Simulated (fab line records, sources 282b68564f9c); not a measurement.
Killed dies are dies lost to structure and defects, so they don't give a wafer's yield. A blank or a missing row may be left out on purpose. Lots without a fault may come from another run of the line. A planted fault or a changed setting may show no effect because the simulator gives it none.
Which tool did it? | flow rit_cmos | 6 lots, 18 wafers sampled, at 2 steps of a route of 202

WHAT THE GAUGES READ, wafer by wafer
RIT_CONTACT_OVL_MEAS_09.
lot  | measured    | on         | CONTACT_OVL (nm)
L816 | day 4 09:32 | overlay-02 | 3.2 3.5 1.4
L823 | day 5 17:26 | overlay-01 | 0.7 -0.2 1.5
L825 | day 6 04:44 | overlay-01 | -0.8 -1.6 -1.3
L828 | day 6 21:45 | overlay-01 | 0.4 0.7 0.2
L830 | day 7 07:44 | overlay-01 | 0.5 2.4 1.9
L833 | day 8 00:07 | overlay-02 | 1.5 -0.4 0.1

WHICH TOOL RAN EACH LOT (tool, then ch and the chambers of the sampled wafers, then the start)
lot  | RIT_NLDD_EXPOSE_03
L816 | iline_stepper-01 ch 0, day 3 22:44
L823 | iline_stepper-01 ch 0, day 5 06:35
L825 | iline_stepper-02 ch 0, day 5 18:00
L828 | iline_stepper-01 ch 0, day 6 10:54
L830 | iline_stepper-01 ch 0, day 6 20:49
L833 | iline_stepper-01 ch 0, day 7 12:38
- RIT_NLDD_EXPOSE_03: exposes mask M7, target cd 40700 nm.

THE ANSWER, worked out from the rows above alone
Rule: what is usual is taken from the lots themselves. Put in order of their means at a reading, lots are off if they are a third of the lots or fewer, leave a main group of 4 or more, and stand apart from it by a gap of 3 or more times the standard deviation of the main group's means; of several such gaps the widest counts. A main group whose means are all the same, to the digits that the tables above print for the reading, isn't used. A lot without any number at a reading at which 4 lots or more have one is off too. The other lots that the step has rows for count as sound.
No lot is off at any reading shown: from this, nothing can be told.

WHAT THE SIMULATOR HAD PUT IN
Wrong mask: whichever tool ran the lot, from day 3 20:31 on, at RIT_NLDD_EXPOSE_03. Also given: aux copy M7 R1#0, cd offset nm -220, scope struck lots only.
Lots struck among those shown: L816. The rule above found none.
